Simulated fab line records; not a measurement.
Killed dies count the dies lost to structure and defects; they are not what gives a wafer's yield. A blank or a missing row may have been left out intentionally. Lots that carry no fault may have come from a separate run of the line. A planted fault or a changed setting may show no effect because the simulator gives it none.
A struck lot beside a sound one | flow rit_cmos | 43 steps out of a route of 202
Sound: the wafers L330.1, L330.2, L330.5. Struck: wafer L335.1 (L335.3, L335.5, from the same lot, were not struck and are left out); the cause is given at the end.
For every step that has rows: the tool of each side, followed by ch and its chambers, followed by its first start. Under that, the readings that differ: sound wafers | struck wafers | difference of the means | sigmas: that difference in standard deviations of wafers without a fault.
alike: readings whose means differ by less than 2 such deviations, and words and numbers that are the same on both sides. not compared: withheld readings, readings that some wafer has no value for, bounds like >300 that may hide the same value, and numbers for which the record gives no deviation and whose values overlap.
Wherever a step has rows on one side only, a row that says differs or no value, or a row with sigmas, the two part there. When numbers do not overlap yet have no deviation, they are printed without sigmas and do not part them. A reading missing from all wafers of one side parts the sides only when that side holds two or more wafers.

first, 2 steps without rows for these wafers: RIT_REOX_CLEAN_02 (cleans in SC2, time 600 s); RIT_REOX_OXIDATION_03 (target thk 25.2 nm, ox time 5580 s).
RIT_REOX_THK_MEAS_04:
  sound on film_metro-02, day 5 15:10; struck on film_metro-03, day 6 15:32
  alike: REOX_OXIDE_THK
then, 6 steps without rows for these wafers: RIT_NLDD_HMDS_00 (prime time 60 s); RIT_NLDD_COAT_01 (resist thk 1000 nm); RIT_NLDD_SOFTBAKE_02 (time 60 s); RIT_NLDD_EXPOSE_03 (exposes mask M7, target cd 40700 nm); RIT_NLDD_PEB_04; RIT_NLDD_DEVELOP_05 (develop time 50 s).
RIT_NLDD_OVL_MEAS_06:
  sound on overlay-02, day 5 16:26; struck on overlay-01, day 6 16:34
  alike: NLDD_OVL
then, 2 steps without rows for these wafers: RIT_NLDD_HARDBAKE_07 (time 60 s); RIT_NLDD_IMPLANT_08.
RIT_NLDD_STRIP_09: strips in O2, time 180 s.
  sound on plasma_asher-03 ch 0,1, day 5 16:57; struck on plasma_asher-03 ch 1, day 6 17:13
  alike: drypump_motor_current_A
  not compared: rf_hours_counter_h
RIT_NLDD_TW_MEAS_10:
  sound on film_metro-02, day 5 17:07; struck on film_metro-04, day 6 17:23
  alike: NLDD_TW
then, 6 steps without rows for these wafers: RIT_PLDD_HMDS_00 (prime time 60 s); RIT_PLDD_COAT_01 (resist thk 1000 nm); RIT_PLDD_SOFTBAKE_02 (time 60 s); RIT_PLDD_EXPOSE_03 (exposes mask M8, target cd 40900 nm); RIT_PLDD_PEB_04; RIT_PLDD_DEVELOP_05 (develop time 50 s).
RIT_PLDD_OVL_MEAS_06:
  sound on overlay-01, day 5 18:02; struck on overlay-01, day 6 18:18
  alike: PLDD_OVL
then, 2 steps without rows for these wafers: RIT_PLDD_HARDBAKE_07 (time 60 s); RIT_PLDD_IMPLANT_08.
RIT_PLDD_STRIP_09: strips in O2, time 180 s.
  sound on plasma_asher-01 ch 0,1, day 5 18:26; struck on plasma_asher-04 ch 0, day 6 18:38
  alike: drypump_motor_current_A
  not compared: rf_hours_counter_h
RIT_PLDD_TW_MEAS_10:
  sound on film_metro-01, day 5 18:37; struck on film_metro-02, day 6 18:49
  alike: PLDD_TW
then, 4 steps without rows for these wafers: RIT_SPACER_CLEAN_00 (cleans in SC1, time 600 s); RIT_SPACER_CLEAN_01 (cleans in dHF, time 28.75 s); RIT_SPACER_CLEAN_02 (cleans in SC2, time 600 s); RIT_SPACER_CVD_03 (deposits Si3N4 from SiH2Cl2/NH3, target thk 250 nm, time 3300 s).
RIT_SPACER_THK_MEAS_04:
  sound on film_metro-01, day 5 20:58; struck on film_metro-01, day 6 21:10
  alike: SPACER_NITRIDE_THK
RIT_SPACER_ETCHBACK_05: etches Si3N4 in SF6/CHF3, stops on SiO2, target depth 250 nm, time 240 s.
  sound on rie_diel-01 ch 1,3, day 5 21:01; struck on rie_diel-02 ch 2, day 6 21:13
  alike: drypump_motor_current_A, oes_product_au, throttle_valve_pct
  not compared: rf_hours_counter_h
then, 6 steps without rows for these wafers: RIT_NSD_HMDS_00 (prime time 60 s); RIT_NSD_COAT_01 (resist thk 1000 nm); RIT_NSD_SOFTBAKE_02 (time 60 s); RIT_NSD_EXPOSE_03 (exposes mask M9, target cd 40700 nm); RIT_NSD_PEB_04; RIT_NSD_DEVELOP_05 (develop time 50 s).
RIT_NSD_OVL_MEAS_06:
  sound on overlay-02, day 5 22:09; struck on overlay-02, day 6 22:28
  alike: NSD_OVL
then, 2 steps without rows for these wafers: RIT_NSD_HARDBAKE_07 (time 60 s); RIT_NSD_IMPLANT_08.
RIT_NSD_STRIP_09: strips in O2, time 180 s.
  sound on plasma_asher-04 ch 0,1, day 5 22:29; struck on plasma_asher-04 ch 0, day 6 22:49
  alike: drypump_motor_current_A
  not compared: rf_hours_counter_h
RIT_NSD_TW_MEAS_10:
  sound on film_metro-02, day 5 22:40; struck on film_metro-01, day 6 22:59
  reading | sound          | struck | difference | sigmas
  NSD_TW  | 3154 3178 3132 | 3079   | -76        | -2
RIT_M1_PROBE_99:
  sound on prober-02, day 6 08:03; struck on prober-01, day 7 09:40
  reading             | sound  | struck | difference | sigmas
  killed_at_front_end | 5 4 10 | 27     | +21        | +6
  killed_dies         | 5 4 11 | 27     | +20        | +6
  killed_on_rim       | 3 1 0  | 8      | +7         | +6
  alike: killed_at_contacts, killed_open, killed_short

== WHERE THEY PART ==
Last at RIT_M1_PROBE_99 as far as this record goes, first at RIT_NSD_TW_MEAS_10.

WHY: what the simulator had put in
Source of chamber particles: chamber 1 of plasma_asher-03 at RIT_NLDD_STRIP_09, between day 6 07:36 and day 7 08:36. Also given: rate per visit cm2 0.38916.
